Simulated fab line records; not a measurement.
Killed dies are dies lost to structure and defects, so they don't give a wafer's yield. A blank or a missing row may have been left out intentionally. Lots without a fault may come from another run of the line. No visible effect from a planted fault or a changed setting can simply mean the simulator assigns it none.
fab line records    flow rit-cmos    part 2 of 2: steps 34 to 35 of 35
record lots=5  wafers=23
route steps=202 shown ACTIVE@4 NWELL@36 PWELL@47 WELLDRIVE@50 NRETRO@54 GATE@88 PLDD@115 NSD@132 M1@202
start-h: hours from the record's opening day to when the first of the lot's shown wafers began    wait-h: how many hours have passed since the lot's step before this one    " the same as in the row above    L1.1+2: a single row standing in for several wafers    - no value present, or no start provided    * or withheld: withheld    < > ~ a bound
route shown NAME@n: names a module that has steps shown in the file, with the first one's number in the route    usual: mean and standard deviation over wafers with no fault    same: alike in all rows    chamber/n: place in a boat    sites: readings site by site    _std_site: the values' standard deviation    _edge_site: the outer-site mean with the inner-site mean subtracted    radius-mm: how far each site lies from the wafer's centre    mask NAME#n: copy n    behind: the last tool/chamber to shape the wafer    hold: the reason the lot was held/the length of the hold in hours/how it ended    device: the transistor (n, p or np) that didn't switch    end of line: the route-end tests of the same wafers    step lacking rows: just its recipe    killed: dies lost to structure and defects at the first sort, not the wafer's yield    map: a wafer's dies, x killed, . not, _ none there
set.NAME: setting as actually run; set.NAME@STEP: the setting as run at that earlier step    model.NAME: the simulator's own value behind a step, which no gauge read
one table per step and one row per wafer, for lots whose settings were changed on purpose
## steps
# step RIT_NSD_HARDBAKE_07
# recipe resist=NOVOLAK  temp-c=140  time-s=60
lot.wafer  tool            chamber  start-h  wait-h  set.resist-thk-nm@NSD_COAT_01  model.NOVOLAK_of_NSD_COAT_01.thk-nm
L075.1     litho-track-01  0        52.62    0.0     1000                           882.6
L075.2     "               0        "        "       1046                           921.3
L075.3     "               0        "        "       1000                           884.9
L075.5     "               0        "        "       1000                           884.2
L075.6     "               0        "        "       1046                           922.3
L076.1     litho-track-04  0        56.75    0.2     1000                           884.9
L076.2     "               0        "        "       981.4                          867.5
L076.4     "               0        "        "       1000                           885.6
L076.5     "               0        "        "       1000                           885.1
L076.6     "               0        "        "       981.4                          868.2
L081.1     litho-track-04  0        82.39    0.0     1000                           883.7
L081.2     "               0        "        "       1000                           885.3
L081.3     "               0        "        "       1000                           885.6
L081.4     "               0        "        "       1000                           887.1
L081.6     "               0        "        "       1000                           886.2
L082.2     litho-track-04  0        86.85    0.0     1000                           885.2
L082.4     "               0        "        "       1000                           886.4
L082.5     "               0        "        "       1000                           883.3
L085.2     litho-track-01  0        103.58   0.0     981.2                          866.4
L085.3     "               0        "        "       1000                           883.9
L085.4     "               0        "        "       1000                           882.7
L085.5     "               0        "        "       1000                           883.5
L085.6     "               0        "        "       981.2                          864
# step RIT_M1_PROBE_99
# usual killed-at-contacts=0.1/0.3  killed-at-front-end=7/3.1  killed-dies=7/3.1  killed-open=3.5/2.1  killed-short=3.4/2
# same gross-dies=264  killed_at_M0_to_M3=0  killed_at_M4_up=0  killed-at-back-side=0  killed-at-other=0
lot.wafer  tool       chamber  start-h  wait-h  set.dose-cm2@NWELL_IMPLANT_08  killed-at-contacts  killed-at-front-end  killed-dies  killed-open  killed-short  model.etest.nwell-pinched.rs-ohm-sq  model.etest.well-edge-left.line-ohm-um
L075.1     prober-02  -        63.29    0.1     5e+13                          0                   2                    2            1            1             329.2                                182.5
L075.2     prober-02  -        63.34    0.1     5.313e+13                      0                   2                    2            1            1             323.7                                176.5
L075.3     prober-02  -        63.39    0.2     5.313e+13                      1                   2                    3            1            2             310.2                                173.6
L075.5     prober-02  -        63.49    0.2     5e+13                          0                   8                    8            5            3             333.4                                181.1
L075.6     prober-02  -        63.54    0.2     5e+13                          0                   9                    9            3            6             337.1                                181.9
L076.1     prober-01  -        66.59    0.1     4.802e+13                      0                   10                   10           4            6             346                                  187.6
L076.2     prober-01  -        66.64    0.1     4.802e+13                      1                   10                   11           6            5             343.3                                187.9
L076.4     prober-01  -        66.74    0.2     5e+13                          1                   12                   13           6            7             335.2                                184.5
L076.5     prober-01  -        66.79    0.2     5e+13                          0                   10                   10           5            5             333.5                                180.9
L076.6     prober-01  -        66.84    0.2     4.802e+13                      0                   8                    8            5            3             351.2                                192.9
L081.1     prober-02  -        93.58    0.1     5e+13                          0                   7                    7            4            3             334.2                                184.2
L081.2     prober-02  -        93.63    0.1     5.173e+13                      1                   5                    6            2            4             332.3                                177.4
L081.3     prober-02  -        93.68    0.2     5.173e+13                      0                   10                   10           5            5             329.4                                178.5
L081.4     prober-02  -        93.73    0.2     5e+13                          0                   6                    6            2            4             343.5                                184.9
L081.6     prober-02  -        93.83    0.2     5.173e+13                      0                   4                    4            1            3             330.6                                179
L082.2     prober-01  -        99.05    0.1     5e+13                          1                   9                    10           9            1             338.3                                181.7
L082.4     prober-01  -        99.15    0.2     5e+13                          0                   8                    8            2            4             335.9                                179.7
L082.5     prober-01  -        99.20    0.2     5e+13                          0                   7                    7            3            4             338.3                                181.2
L085.2     prober-02  -        113.63   0.1     4.735e+13                      0                   6                    6            1            5             351.8                                190.5
L085.3     prober-02  -        113.68   0.2     5e+13                          0                   4                    4            2            2             344.6                                184.5
L085.4     prober-02  -        113.73   0.2     5e+13                          0                   4                    4            1            3             342                                  184
L085.5     prober-02  -        113.78   0.2     4.735e+13                      0                   1                    1            1            0             354.5                                190.3
L085.6     prober-02  -        113.83   0.2     4.735e+13                      0                   2                    2            1            1             351.8                                185.9
# killed by level:class
L075.1 FOX2:geometric-particle:open=1 FOX2:geometric-particle:short=1
L075.2 GATE:geometric-particle:open=1 GATE:geometric-particle:short=1
L075.3 FOX1:geometric-particle:open=1 GATE:geometric-particle:short=1 CONTACT:geometric-particle:short=1
L075.5 GATE:geometric-particle:open=2 FOX1:geometric-particle:short=1 FOX1:geometric-particle:open=1 FOX2:geometric-particle:open=1 GATE:geometric-particle:short=1 REOX:geometric-particle:short=1 SPACER:geometric-particle:open=1
L075.6 GATE:geometric-particle:short=2 GATE:geometric-particle:open=2 SILICIDE:geometric-particle:short=2 FOX1:geometric-particle:short=1 SPACER:geometric-particle:short=1 SILICIDE:geometric-particle:open=1
L076.1 GATE:geometric-particle:short=3 GATE:geometric-particle:open=2 SPACER:geometric-particle:open=2 FOX1:geometric-particle:short=1 SPACER:geometric-particle:short=1 SILICIDE:geometric-particle:short=1
L076.2 SPACER:geometric-particle:short=3 SPACER:geometric-particle:open=2 FOX2:geometric-particle:open=1 FOX2:geometric-particle:short=1 GATE:geometric-particle:open=1 REOX:geometric-particle:open=1 SILICIDE:geometric-particle:open=1 CONTACT:geometric-particle:short=1
L076.4 GATE:geometric-particle:open=3 GATE:geometric-particle:short=3 SPACER:geometric-particle:open=2 SILICIDE:geometric-particle:short=2 FOX2:geometric-particle:open=1 SPACER:geometric-particle:short=1 CONTACT:geometric-particle:short=1
L076.5 GATE:geometric-particle:short=3 SPACER:geometric-particle:open=3 GATE:geometric-particle:open=1 REOX:geometric-particle:open=1 SPACER:geometric-particle:short=1 SILICIDE:geometric-particle:short=1
L076.6 GATE:geometric-particle:open=4 GATE:geometric-particle:short=3 FOX2:geometric-particle:open=1
L081.1 GATE:geometric-particle:open=3 GATE:geometric-particle:short=2 REOX:geometric-particle:open=1 SPACER:geometric-particle:short=1
L081.2 GATE:geometric-particle:short=2 FOX1:geometric-particle:short=1 GATE:geometric-particle:open=1 SILICIDE:geometric-particle:open=1 CONTACT:geometric-particle:short=1
L081.3 GATE:geometric-particle:short=4 GATE:geometric-particle:open=2 REOX:geometric-particle:open=1 SPACER:geometric-particle:short=1 SPACER:geometric-particle:open=1 SILICIDE:geometric-particle:open=1
L081.4 GATE:geometric-particle:short=3 FOX1:geometric-particle:short=1 FOX2:geometric-particle:open=1 GATE:geometric-particle:open=1
L081.6 GATE:geometric-particle:short=2 FOX1:geometric-particle:short=1 GATE:geometric-particle:open=1
L082.2 GATE:geometric-particle:open=3 SPACER:geometric-particle:open=2 FOX1:geometric-particle:short=1 FOX1:geometric-particle:open=1 REOX:geometric-particle:open=1 SILICIDE:geometric-particle:open=1 CONTACT:geometric-particle:open=1
L082.4 GATE:geometric-particle:short=2 GATE:coat-microbubble-printed=2 FOX1:geometric-particle:short=1 FOX2:geometric-particle:open=1 REOX:geometric-particle:open=1 SPACER:geometric-particle:short=1
L082.5 SPACER:geometric-particle:short=2 FOX1:geometric-particle:open=1 FOX2:geometric-particle:short=1 FOX2:geometric-particle:open=1 GATE:geometric-particle:open=1 REOX:geometric-particle:short=1
L085.2 REOX:geometric-particle:short=3 FOX2:geometric-particle:short=1 GATE:geometric-particle:short=1 SILICIDE:geometric-particle:open=1
L085.3 FOX2:geometric-particle:open=1 REOX:geometric-particle:short=1 SILICIDE:geometric-particle:short=1 SILICIDE:geometric-particle:open=1
L085.4 GATE:geometric-particle:short=1 REOX:geometric-particle:short=1 REOX:geometric-particle:open=1 SILICIDE:geometric-particle:short=1
L085.5 GATE:geometric-particle:open=1
L085.6 GATE:geometric-particle:short=1 REOX:geometric-particle:open=1
## key
split step=RIT_ACTIVE_CVD_03  setting=sih2cl2-flow-sccm  stated=60  by=lot
response step=RIT_ACTIVE_CVD_03  reading=model.Si3N4_of_ACTIVE_CVD_03.thk-nm  change=+0.432  per=1%  r=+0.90
split step=RIT_ACTIVE_COAT_06  setting=spin-rpm  stated=3250  by=wafer
response step=RIT_ACTIVE_COAT_06  reading=model.NOVOLAK_of_ACTIVE_COAT_06.thk-nm  change=-5.48  per=1%  r=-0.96
response step=RIT_ACTIVE_HARDBAKE_12  reading=model.NOVOLAK_of_ACTIVE_COAT_06.thk-nm  change=-4.77  per=1%  r=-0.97
response step=RIT_ACTIVE_ETCH_13  reading=model.NOVOLAK_of_ACTIVE_COAT_06.thk-nm  change=-4.59  per=1%  r=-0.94
split step=RIT_ACTIVE_HARDBAKE_12  setting=temp-c  stated=140  by=wafer
response none clear
split step=RIT_NWELL_IMPLANT_08  setting=dose-cm2  stated=5e+13  by=wafer
response step=RIT_WELLDRIVE_RS_MEAS_01  reading=NWELL_RS  change=-1.66  per=1%  r=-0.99
response step=RIT_M1_PROBE_99  reading=model.etest.well-edge-left.line-ohm-um  change=-1.22  per=1%  r=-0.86
response step=RIT_M1_PROBE_99  reading=model.etest.nwell-pinched.rs-ohm-sq  change=-2.42  per=1%  r=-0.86
split step=RIT_PWELL_IMPLANT_08  setting=energy-kev  stated=170  by=wafer
response step=RIT_PWELL_IMPLANT_08  reading=model.implant.rp-nm  change=+3.61  per=1%  r=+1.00
response step=RIT_PWELL_IMPLANT_08  reading=model.implant.drp-nm  change=+0.364  per=1%  r=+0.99
split step=RIT_NRETRO_COAT_01  setting=spin-rpm  stated=2000  by=wafer
response step=RIT_NRETRO_COAT_01  reading=model.NOVOLAK_of_NRETRO_COAT_01.thk-nm  change=-6.49  per=1%  r=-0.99
response step=RIT_NRETRO_HARDBAKE_07  reading=model.NOVOLAK_of_NRETRO_COAT_01.thk-nm  change=-5.59  per=1%  r=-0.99
split step=RIT_NRETRO_IMPLANT_08  setting=energy-kev  stated=70  by=wafer
response step=RIT_NRETRO_IMPLANT_08  reading=model.implant.rp-nm  change=+0.874  per=1%  r=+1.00
response step=RIT_NRETRO_IMPLANT_08  reading=model.implant.drp-nm  change=+0.291  per=1%  r=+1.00
response step=RIT_NRETRO_TW_MEAS_10  reading=NRETRO_TW  change=+2.35  per=1%  r=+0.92
split step=RIT_GATE_SOFTBAKE_12  setting=temp-c  stated=90  by=wafer
response step=RIT_GATE_DEVELOP_15  reading=model.NOVOLAK_of_GATE_COAT_11.thk-nm  change=-2.33  per=1%  r=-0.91
split step=RIT_PLDD_COAT_01  setting=resist-thk-nm  stated=1000  by=wafer
response step=RIT_PLDD_COAT_01  reading=model.NOVOLAK_of_PLDD_COAT_01.thk-nm  change=+10.1  per=1%  r=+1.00
response step=RIT_PLDD_HARDBAKE_07  reading=model.NOVOLAK_of_PLDD_COAT_01.thk-nm  change=+8.8  per=1%  r=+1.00
split step=RIT_PLDD_IMPLANT_08  setting=dose-cm2  stated=9e+14  by=wafer
response step=RIT_PLDD_TW_MEAS_10  reading=PLDD_TW  change=+4.91  per=1%  r=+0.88
split step=RIT_NSD_COAT_01  setting=resist-thk-nm  stated=1000  by=wafer
response step=RIT_NSD_COAT_01  reading=model.NOVOLAK_of_NSD_COAT_01.thk-nm  change=+9.77  per=1%  r=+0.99
response step=RIT_NSD_HARDBAKE_07  reading=model.NOVOLAK_of_NSD_COAT_01.thk-nm  change=+8.55  per=1%  r=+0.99
